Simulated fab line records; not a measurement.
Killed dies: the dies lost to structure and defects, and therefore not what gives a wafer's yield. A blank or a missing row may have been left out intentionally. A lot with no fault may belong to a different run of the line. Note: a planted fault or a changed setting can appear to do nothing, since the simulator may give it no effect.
fab line records	flow ritCmos	part 1 of 2: steps 1 to 33 of 45
record lots=5	wafers=15	lastDay=7
route steps=202 shown SPACER@130 NSD@131 PSD@142 SDANNEAL@153 PLDD@159 NLDD@160 SILICIDE@161 CONTACT@168
lots with no fault: from the same line, run without faults
startH: start of the lot's first displayed wafer, in hours after the record's first day	waitH: time in hours since the lot's previous step	" as in the row above	L1.1+2: a single row standing in for several wafers	- no value, or no start was given	* or withheld: withheld	< > ~ a bound
route shown NAME@n: names a module that has steps shown in the file, with the first one's number in the route	usual: mean and standard deviation over wafers with no fault	same: alike in all rows	chamber/n: place in a boat	sites: the reading at each site	_std_site: the values' standard deviation	_edge_site: the outer-site mean with the inner-site mean subtracted	radiusMm: how far each site lies from the wafer's centre	mask NAME#n: copy n	behind: the tool/chamber that last shaped the wafer	hold: why the lot was held/for how many hours/how that ended	device: transistor that didn't switch, given as n, p or np	end of line: at the end of the route, the tests of the same wafers	a step with no rows: only its recipe	killed: the dies lost at the first sort to structure and to defects; this is not the yield of the wafer	map: the dies of a wafer, with x for killed, . for not killed, _ for no die there
set.NAME: the setting that was run; set.NAME@STEP: the one run at that earlier step	model.NAME: the simulator's own value behind a step, which no gauge read
certain route steps with their lots: each step a table, each wafer a row
services: when a tool's chamber went out of use (startH, in hours from the record's first day, below 0 if earlier), for how many hours, and the reason
## steps
# step RIT_SPACER_ETCHBACK_05
# recipe targetDepthA=2500	SF6_flow_sccm=30	CHF3_flow_sccm=30	target=Si3N4	chemistry=SF6/CHF3	pressureMtorr=40	rfW=250	timeS=240	stopOn=SiO2
# usual drypumpMotorCurrentA=5.8/0.65	oesProductAu=0.846/0.015	rfFwdPowerW=249.2/0.87	throttleValvePct=10.31/0.16
# same timeS=240
lot.wafer	tool	chamber	startH	waitH	drypumpMotorCurrentA	oesProductAu	rfFwdPowerW	rfHoursCounterH	throttleValvePct
L074.3	rieDiel-02	3	47.36	0.0	5.4	0.832	250.3	86	10.33
L074.4	"	2	"	"	5.3	0.816	248.8	3	10.59
L074.6	"	3	"	"	5.4	0.842	250.2	-	10.33
L085.1	rieDiel-02	2	108.85	0.1	5.3	0.824	249.3	5	10.58
L085.2	"	1	"	"	6.4	0.849	247.6	7	10.47
L085.6	"	1	"	"	6.4	0.855	247.5	-	10.48
L088.1	rieDiel-04	2	126.54	0.1	5.0	0.859	249.3	71	10.55
L088.3	"	0	"	"	6.6	0.868	248.1	3	10.17
L088.6	"	3	"	"	6.4	0.842	249.6	-	10.31
L093.2	rieDiel-01	0	145.85	0.0	5.8	0.855	249.4	1	10.31
L093.4	"	3	"	"	6.7	0.850	248.1	109	10.13
L093.5	"	2	"	"	4.9	0.865	250.0	-	10.46
L094.1	rieDiel-04	3	151.60	0.1	6.4	0.828	249.8	53	10.28
L094.2	"	2	"	"	5.1	0.854	249.6	71	10.55
L094.3	"	1	"	"	5.0	0.851	249.9	9	10.03
# step RIT_NSD_HMDS_00
# recipe primeTimeS=60	primeTempC=140
lot.wafer	tool	chamber	startH	waitH
L074.3+4+6	lithoTrack-02	0	47.56	0.1
L085.1+2+6	lithoTrack-02	0	109.00	0.1
L088.1+3+6	lithoTrack-04	0	126.69	0.1
L093.2+4+5	lithoTrack-04	0	146.03	0.1
L094.1+2+3	lithoTrack-02	0	151.85	0.2
# step RIT_NSD_COAT_01
# recipe resist=NOVOLAK	spinRpm=3250	resistThkNm=1000
lot.wafer	tool	chamber	startH	waitH
L074.3+4+6	lithoTrack-02	0	47.71	0.1
L085.1+2+6	lithoTrack-02	0	109.15	0.1
L088.1+3+6	lithoTrack-04	0	126.84	0.1
L093.2+4+5	lithoTrack-04	0	146.18	0.1
L094.1+2+3	lithoTrack-02	0	152.00	0.1
# step RIT_NSD_SOFTBAKE_02
# recipe resist=NOVOLAK	tempC=90	timeS=60
# same timeS=60
lot.wafer	tool	chamber	startH	waitH
L074.3+4+6	lithoTrack-02	0	47.86	0.1
L085.1+2+6	lithoTrack-02	0	109.30	0.1
L088.1+3+6	lithoTrack-04	0	126.99	0.1
L093.2+4+5	lithoTrack-04	0	146.33	0.1
L094.1+2+3	lithoTrack-02	0	152.15	0.1
# step RIT_NSD_EXPOSE_03
# recipe maskId=M9	na=0.57	targetCdNm=40700	doseMj=250
# usual stageVelMmS=500.03/0.25
lot.wafer	tool	chamber	startH	waitH	mask	stageVelMmS
L074.3	ilineStepper-01	0	48.12	0.2	M9#0	500.26
L074.4	"	0	"	"	M9#0	500.51
L074.6	"	0	"	"	M9#0	499.94
L085.1	ilineStepper-01	0	109.58	0.2	M9#0	500.23
L085.2	"	0	"	"	M9#0	499.80
L085.6	"	0	"	"	M9#0	499.75
L088.1	ilineStepper-02	0	127.27	0.2	M9#0	500.19
L088.3	"	0	"	"	M9#0	499.92
L088.6	"	0	"	"	M9#0	500.14
L093.2	ilineStepper-02	0	146.47	0.1	M9#0	500.35
L093.4	"	0	"	"	M9#0	500.13
L093.5	"	0	"	"	M9#0	500.36
L094.1	ilineStepper-01	0	152.42	0.2	M9#0	499.96
L094.2	"	0	"	"	M9#0	500.11
L094.3	"	0	"	"	M9#0	500.18
# step RIT_NSD_PEB_04
# recipe resist=NOVOLAK	tempC=withheld	timeS=withheld
lot.wafer	tool	chamber	startH	waitH
L074.3+4+6	lithoTrack-02	0	48.25	0.1
L085.1+2+6	lithoTrack-04	0	109.70	0.1
L088.1+3+6	lithoTrack-04	0	127.38	0.1
L093.2+4+5	lithoTrack-04	0	146.63	0.1
L094.1+2+3	lithoTrack-02	0	152.54	0.1
# step RIT_NSD_DEVELOP_05
# recipe resist=NOVOLAK	developTimeS=50	devTempC=23
# same developTimeS=50
lot.wafer	tool	chamber	startH	waitH
L074.3+4+6	lithoTrack-02	0	-	-
L085.1+2+6	lithoTrack-04	0	-	-
L088.1+3+6	lithoTrack-04	0	-	-
L093.2+4+5	lithoTrack-04	0	-	-
L094.1+2+3	lithoTrack-02	0	-	-
# step RIT_NSD_OVL_MEAS_06
# usual NSD_OVL=0.4/1.4
lot.wafer	tool	chamber	startH	waitH	NSD_OVL[nm]
L074.3	overlay-02	-	48.50	-	-0.1
L074.4	"	-	"	"	0.9
L074.6	"	-	"	"	1.6
L085.1	overlay-02	-	109.98	-	1.8
L085.2	"	-	"	"	0.8
L085.6	"	-	"	"	2.7
L088.1	overlay-01	-	127.67	-	-0.2
L088.3	"	-	"	"	2.2
L088.6	"	-	"	"	2.0
L093.2	overlay-01	-	146.89	-	-0.6
L093.4	"	-	"	"	-2.0
L093.5	"	-	"	"	-1.5
L094.1	overlay-02	-	152.82	-	3.3
L094.2	"	-	"	"	3.7
L094.3	"	-	"	"	3.6
# step RIT_NSD_HARDBAKE_07
# recipe resist=NOVOLAK	tempC=140	timeS=60
# same timeS=60
lot.wafer	tool	chamber	startH	waitH
L074.3+4+6	lithoTrack-01	0	48.57	0.1
L085.1+2+6	lithoTrack-01	0	110.02	0.0
L088.1+3+6	lithoTrack-02	0	127.70	0.0
L093.2+4+5	lithoTrack-04	0	146.95	0.0
L094.1+2+3	lithoTrack-02	0	152.86	0.0
# step RIT_NSD_IMPLANT_08
# recipe species=P	energyKev=25	doseCm2=1e+15	tiltDeg=7
lot.wafer	tool	chamber	startH	waitH
L074.3+4+6	implanter-02	0	48.72	0.1
L085.1+2+6	implanter-04	0	110.17	0.1
L088.1+3+6	implanter-03	0	127.85	0.1
L093.2+4+5	implanter-03	0	147.10	0.1
L094.1+2+3	implanter-04	0	153.01	0.1
# step RIT_NSD_STRIP_09
# recipe chemistry=O2	timeS=180	resist=NOVOLAK	platenTempC=withheld	powerW=500	pressureMtorr=4000	o2FlowSccm=4000
# usual drypumpMotorCurrentA=6.3/0.31
# same timeS=180
lot.wafer	tool	chamber	startH	waitH	drypumpMotorCurrentA	rfHoursCounterH
L074.3	plasmaAsher-03	1	48.88	0.1	6.3	-
L074.4	"	0	"	"	6.8	-
L074.6	"	0	"	"	6.8	-
L085.1	plasmaAsher-03	0	110.32	0.1	6.8	48
L085.2	"	1	"	"	6.3	48
L085.6	"	0	"	"	6.8	-
L088.1	plasmaAsher-03	1	128.00	0.1	6.3	50
L088.3	"	1	"	"	6.3	-
L088.6	"	0	"	"	6.8	-
L093.2	plasmaAsher-01	0	147.22	0.1	5.6	3
L093.4	"	0	"	"	5.6	-
L093.5	"	0	"	"	5.6	-
L094.1	plasmaAsher-04	0	153.16	0.1	6.0	37
L094.2	"	1	"	"	6.2	37
L094.3	"	0	"	"	6.0	-
# step RIT_NSD_TW_MEAS_10
# usual NSD_TW=3102/16
lot.wafer	tool	chamber	startH	waitH	NSD_TW
L074.3	filmMetro-04	-	49.02	0.1	3096
L074.4	"	-	"	"	3081
L074.6	"	-	"	"	3108
L085.1	filmMetro-01	-	110.49	0.1	3134
L085.2	"	-	"	"	3141
L085.6	"	-	"	"	3149
L088.1	filmMetro-03	-	128.18	0.1	3076
L088.3	"	-	"	"	3075
L088.6	"	-	"	"	3087
L093.2	filmMetro-03	-	147.41	0.1	3090
L093.4	"	-	"	"	3104
L093.5	"	-	"	"	3104
L094.1	filmMetro-03	-	153.34	0.1	3094
L094.2	"	-	"	"	3090
L094.3	"	-	"	"	3110
# step RIT_PSD_HMDS_00
# recipe primeTimeS=60	primeTempC=140
lot.wafer	tool	chamber	startH	waitH
L074.3+4+6	lithoTrack-01	0	49.11	0.1
L085.1+2+6	lithoTrack-03	0	110.55	0.1
L088.1+3+6	lithoTrack-03	0	128.24	0.1
L093.2+4+5	lithoTrack-02	0	147.48	0.1
L094.1+2+3	lithoTrack-02	0	153.64	0.3
# step RIT_PSD_COAT_01
# recipe resist=NOVOLAK	spinRpm=3250	resistThkNm=1000
lot.wafer	tool	chamber	startH	waitH
L074.3+4+6	lithoTrack-01	0	49.26	0.1
L085.1+2+6	lithoTrack-03	0	110.70	0.1
L088.1+3+6	lithoTrack-03	0	128.39	0.1
L093.2+4+5	lithoTrack-02	0	147.63	0.1
L094.1+2+3	lithoTrack-02	0	153.79	0.1
# step RIT_PSD_SOFTBAKE_02
# recipe resist=NOVOLAK	tempC=90	timeS=60
# same timeS=60
lot.wafer	tool	chamber	startH	waitH
L074.3+4+6	lithoTrack-01	0	49.41	0.1
L085.1+2+6	lithoTrack-03	0	110.85	0.1
L088.1+3+6	lithoTrack-03	0	128.54	0.1
L093.2+4+5	lithoTrack-02	0	147.78	0.1
L094.1+2+3	lithoTrack-02	0	153.94	0.1
# step RIT_PSD_EXPOSE_03
# recipe maskId=M10	na=0.57	targetCdNm=40900	doseMj=250
# usual stageVelMmS=499.98/0.22
lot.wafer	tool	chamber	startH	waitH	mask	stageVelMmS
L074.3	ilineStepper-02	0	49.67	0.2	M10#0	499.90
L074.4	"	0	"	"	M10#0	499.52
L074.6	"	0	"	"	M10#0	499.90
L085.1	ilineStepper-02	0	111.00	0.1	M10#0	500.54
L085.2	"	0	"	"	M10#0	499.93
L085.6	"	0	"	"	M10#0	499.86
L088.1	ilineStepper-01	0	128.69	0.1	M10#0	499.60
L088.3	"	0	"	"	M10#0	500.14
L088.6	"	0	"	"	M10#0	499.92
L093.2	ilineStepper-02	0	148.05	0.2	M10#0	499.94
L093.4	"	0	"	"	M10#0	500.12
L093.5	"	0	"	"	M10#0	500.05
L094.1	ilineStepper-02	0	154.09	0.1	M10#0	499.65
L094.2	"	0	"	"	M10#0	499.96
L094.3	"	0	"	"	M10#0	499.82
# step RIT_PSD_PEB_04
# recipe resist=NOVOLAK	tempC=withheld	timeS=withheld
lot.wafer	tool	chamber	startH	waitH
L074.3+4+6	lithoTrack-01	0	49.80	0.1
L085.1+2+6	lithoTrack-01	0	111.12	0.1
L088.1+3+6	lithoTrack-02	0	128.80	0.1
L093.2+4+5	lithoTrack-02	0	148.17	0.1
L094.1+2+3	lithoTrack-03	0	154.33	0.2
# step RIT_PSD_DEVELOP_05
# recipe resist=NOVOLAK	developTimeS=50	devTempC=23
# same developTimeS=50
lot.wafer	tool	chamber	startH	waitH
L074.3+4+6	lithoTrack-01	0	-	-
L085.1+2+6	lithoTrack-01	0	-	-
L088.1+3+6	lithoTrack-02	0	-	-
L093.2+4+5	lithoTrack-02	0	-	-
L094.1+2+3	lithoTrack-03	0	-	-
# step RIT_PSD_OVL_MEAS_06
# usual PSD_OVL=-0.8/1.7
lot.wafer	tool	chamber	startH	waitH	PSD_OVL[nm]
L074.3	overlay-02	-	50.04	-	1.9
L074.4	"	-	"	"	-1.3
L074.6	"	-	"	"	-0.4
L085.1	overlay-01	-	111.40	-	-5.7
L085.2	"	-	"	"	-4.2
L085.6	"	-	"	"	-2.6
L088.1	overlay-02	-	129.09	-	2.9
L088.3	"	-	"	"	1.7
L088.6	"	-	"	"	1.8
L093.2	overlay-02	-	148.44	-	-0.5
L093.4	"	-	"	"	-2.4
L093.5	"	-	"	"	-0.5
L094.1	overlay-02	-	154.61	-	-0.5
L094.2	"	-	"	"	-1.5
L094.3	"	-	"	"	-1.2
# step RIT_PSD_HARDBAKE_07
# recipe resist=NOVOLAK	tempC=140	timeS=60
# same timeS=60
lot.wafer	tool	chamber	startH	waitH
L074.3+4+6	lithoTrack-01	0	50.12	0.1
L085.1+2+6	lithoTrack-02	0	111.44	0.0
L088.1+3+6	lithoTrack-01	0	129.12	0.0
L093.2+4+5	lithoTrack-01	0	148.49	0.0
L094.1+2+3	lithoTrack-02	0	154.65	0.0
# step RIT_PSD_IMPLANT_08
# recipe species=BF2	energyKev=27	doseCm2=5e+15	tiltDeg=7
lot.wafer	tool	chamber	startH	waitH
L074.3+4+6	implanter-01	0	50.27	0.1
L085.1+2+6	implanter-01	0	111.59	0.1
L088.1+3+6	implanter-02	0	129.27	0.1
L093.2+4+5	implanter-02	0	148.64	0.1
L094.1+2+3	implanter-01	0	154.80	0.1
# step RIT_PSD_STRIP_09
# recipe chemistry=O2	timeS=180	resist=NOVOLAK	platenTempC=withheld	powerW=500	pressureMtorr=4000	o2FlowSccm=4000
# usual drypumpMotorCurrentA=6.02/0.25
# same timeS=180
lot.wafer	tool	chamber	startH	waitH	drypumpMotorCurrentA	rfHoursCounterH
L074.3	plasmaAsher-01	0	50.43	0.1	5.62	-
L074.4	"	1	"	"	6.39	-
L074.6	"	1	"	"	6.41	-
L085.1	plasmaAsher-04	1	111.74	0.1	6.22	32
L085.2	"	0	"	"	6.03	32
L085.6	"	0	"	"	6.04	-
L088.1	plasmaAsher-04	1	129.42	0.1	6.22	34
L088.3	"	1	"	"	6.23	-
L088.6	"	1	"	"	6.21	-
L093.2	plasmaAsher-02	1	148.77	0.1	5.84	46
L093.4	"	1	"	"	5.85	-
L093.5	"	1	"	"	5.84	-
L094.1	plasmaAsher-01	1	154.95	0.1	6.41	4
L094.2	"	0	"	"	5.64	4
L094.3	"	1	"	"	6.37	-
# step RIT_PSD_TW_MEAS_10
# usual PSD_TW=3416/21
lot.wafer	tool	chamber	startH	waitH	PSD_TW
L074.3	filmMetro-03	-	50.56	0.1	3402
L074.4	"	-	"	"	3397
L074.6	"	-	"	"	3412
L085.1	filmMetro-01	-	111.91	0.1	3451
L085.2	"	-	"	"	3460
L085.6	"	-	"	"	3449
L088.1	filmMetro-01	-	129.60	0.1	3448
L088.3	"	-	"	"	3431
L088.6	"	-	"	"	3444
L093.2	filmMetro-01	-	148.95	0.1	3436
L093.4	"	-	"	"	3423
L093.5	"	-	"	"	3434
L094.1	filmMetro-01	-	155.12	0.1	3440
L094.2	"	-	"	"	3447
L094.3	"	-	"	"	3424
# step RIT_SDANNEAL_CLEAN_00
# recipe chemistry=SC1	mix=3:3:50	timeS=600	tempC=75
# same timeS=600
lot.wafer	tool	chamber	startH	waitH
L074.3+4+6	wetBench-04	0	50.60	0.0
L085.1+2+6	wetBench-03	2	111.97	0.1
L088.1+3+6	wetBench-03	3	129.66	0.1
L093.2+4+5	wetBench-03	1	149.00	0.0
L094.1+2+3	wetBench-03	3	155.18	0.1
# step RIT_SDANNEAL_CLEAN_01
# recipe chemistry=dHF	dilution=50:1	timeS=30
# same timeS=30
lot.wafer	tool	chamber	startH	waitH
L074.3+4+6	wetBench-03	0	50.78	0.0
L085.1+2+6	wetBench-04	1	112.15	0.0
L088.1+3+6	wetBench-04	2	129.85	0.0
L093.2+4+5	wetBench-01	1	149.18	0.0
L094.1+2+3	wetBench-04	3	155.36	0.0
# step RIT_SDANNEAL_CLEAN_02
# recipe chemistry=SC2	mix=3:3:50	timeS=600	tempC=75	dry=n2Spin
# same timeS=600
lot.wafer	tool	chamber	startH	waitH
L074.3+4+6	wetBench-01	2	50.79	0.0
L085.1+2+6	wetBench-01	2	112.18	0.0
L088.1+3+6	wetBench-01	1	129.87	0.0
L093.2+4+5	wetBench-04	0	149.19	0.0
L094.1+2+3	wetBench-03	0	155.37	0.0
# step RIT_SDANNEAL_RTA_03
# recipe tempC=1050	timeS=5	idleTempC=600	rampUpCPerS=342	rampDownCPerS=171	coolToC=600	ambient=N2
# usual wafer_temp_C_max=1053.6/1.2
# same timeS=5
lot.wafer	tool	chamber	startH	waitH	wafer_temp_C_max
L074.3	rtpAnneal-01	0	50.99	0.0	1053.8
L074.4	"	0	"	"	1053.0
L074.6	"	0	"	"	1053.9
L085.1	rtpAnneal-02	0	112.36	0.0	1052.0
L085.2	"	0	"	"	1052.4
L085.6	"	0	"	"	1052.2
L088.1	rtpAnneal-01	0	130.06	0.0	1053.4
L088.3	"	0	"	"	1053.8
L088.6	"	0	"	"	1054.7
L093.2	rtpAnneal-02	0	149.38	0.0	1053.4
L093.4	"	0	"	"	1051.5
L093.5	"	0	"	"	1052.8
L094.1	rtpAnneal-01	0	155.55	0.0	1054.5
L094.2	"	0	"	"	1052.3
L094.3	"	0	"	"	1053.0
# step RIT_SDANNEAL_RS_MEAS_04
# recipe thkMeasGauge=four-point-probe
# usual PSD_RS=115.9/0.33
lot.wafer	tool	chamber	startH	waitH	PSD_RS[ohm/sq]
L074.3	filmMetro-04	-	51.07	0.1	116.4
L074.4	"	-	"	"	116.2
L074.6	"	-	"	"	116.0
L085.1	filmMetro-04	-	112.42	0.0	116.0
L085.2	"	-	"	"	116.0
L085.6	"	-	"	"	116.0
L088.1	filmMetro-01	-	130.12	0.0	116.2
L088.3	"	-	"	"	115.8
L088.6	"	-	"	"	115.9
L093.2	filmMetro-04	-	149.45	0.1	115.7
L093.4	"	-	"	"	115.5
L093.5	"	-	"	"	115.0
L094.1	filmMetro-04	-	155.66	0.1	115.9
L094.2	"	-	"	"	115.9
L094.3	"	-	"	"	116.5
# step RIT_SDANNEAL_RS_MEAS_05
# recipe thkMeasGauge=four-point-probe
# usual NSD_RS=84.50/0.29
lot.wafer	tool	chamber	startH	waitH	NSD_RS[ohm/sq]
L074.3	filmMetro-04	-	51.19	0.1	84.53
L074.4	"	-	"	"	84.61
L074.6	"	-	"	"	84.70
L085.1	filmMetro-04	-	112.54	0.1	84.62
L085.2	"	-	"	"	84.41
L085.6	"	-	"	"	84.65
L088.1	filmMetro-01	-	130.24	0.1	84.92
L088.3	"	-	"	"	84.85
L088.6	"	-	"	"	84.35
L093.2	filmMetro-04	-	149.57	0.1	84.64
L093.4	"	-	"	"	84.60
L093.5	"	-	"	"	84.64
L094.1	filmMetro-04	-	155.78	0.1	84.55
L094.2	"	-	"	"	84.39
L094.3	"	-	"	"	84.77
# step RIT_SDANNEAL_RS_MEAS_06
# recipe thkMeasGauge=four-point-probe
# usual PLDD_RS=178.7/0.49
lot.wafer	tool	chamber	startH	waitH	PLDD_RS[ohm/sq]
L074.3	filmMetro-04	-	51.31	0.1	178.6
L074.4	"	-	"	"	178.9
L074.6	"	-	"	"	178.2
L085.1	filmMetro-04	-	112.66	0.1	179.5
L085.2	"	-	"	"	178.9
L085.6	"	-	"	"	179.0
L088.1	filmMetro-01	-	130.36	0.1	179.3
L088.3	"	-	"	"	178.9
L088.6	"	-	"	"	179.1
L093.2	filmMetro-04	-	149.69	0.1	178.4
L093.4	"	-	"	"	178.6
L093.5	"	-	"	"	178.2
L094.1	filmMetro-04	-	155.90	0.1	178.2
L094.2	"	-	"	"	178.6
L094.3	"	-	"	"	179.0
# step RIT_SDANNEAL_RS_MEAS_07
# recipe thkMeasGauge=four-point-probe
# usual NLDD_RS=151.6/0.51
lot.wafer	tool	chamber	startH	waitH	NLDD_RS[ohm/sq]
L074.3	filmMetro-04	-	51.43	0.1	151.5
L074.4	"	-	"	"	152.0
L074.6	"	-	"	"	152.4
L085.1	filmMetro-04	-	112.78	0.1	151.6
L085.2	"	-	"	"	151.4
L085.6	"	-	"	"	151.2
L088.1	filmMetro-01	-	130.48	0.1	151.6
L088.3	"	-	"	"	151.7
L088.6	"	-	"	"	152.3
L093.2	filmMetro-04	-	149.81	0.1	150.9
L093.4	"	-	"	"	151.6
L093.5	"	-	"	"	151.4
L094.1	filmMetro-04	-	156.02	0.1	151.9
L094.2	"	-	"	"	151.7
L094.3	"	-	"	"	151.4
# step RIT_SILICIDE_WET_ETCH_00
# recipe chemistry=BOE	target=SiO2	targetDepthNm=14	timeS=15	dry=n2Spin	dilution=10:1	tempC=21.5
# same timeS=15
lot.wafer	tool	chamber	startH	waitH
L074.3+4+6	wetBench-04	1	51.51	0.1
L085.1+2+6	wetBench-04	2	112.90	0.1
L088.1+3+6	wetBench-04	1	130.60	0.1
L093.2+4+5	wetBench-04	3	149.91	0.1
L094.1+2+3	wetBench-04	1	156.14	0.1
# step RIT_SILICIDE_SPUTTER_01
# recipe material=Ti	targetThkNm=30	powerW=350	chamberPressurePa=0.667	gas=Ar	timeS=240	substrateTempC=25
# usual throttleValvePct=29.4/0.94
# same timeS=240
lot.wafer	tool	chamber	startH	waitH	throttleValvePct
L074.3	pvdSputter-03	-	51.52	0.0	28.7
L074.4	"	-	"	"	29.3
L074.6	"	-	"	"	28.6
L085.1	pvdSputter-01	-	112.92	0.0	28.4
L085.2	"	-	"	"	29.8
L085.6	"	-	"	"	30.3
L088.1	pvdSputter-01	-	130.61	0.0	28.8
L088.3	"	-	"	"	29.7
L088.6	"	-	"	"	28.6
L093.2	pvdSputter-03	-	149.92	0.0	31.2
L093.4	"	-	"	"	29.4
L093.5	"	-	"	"	28.3
L094.1	pvdSputter-03	-	156.16	0.0	28.5
L094.2	"	-	"	"	28.7
L094.3	"	-	"	"	29.3
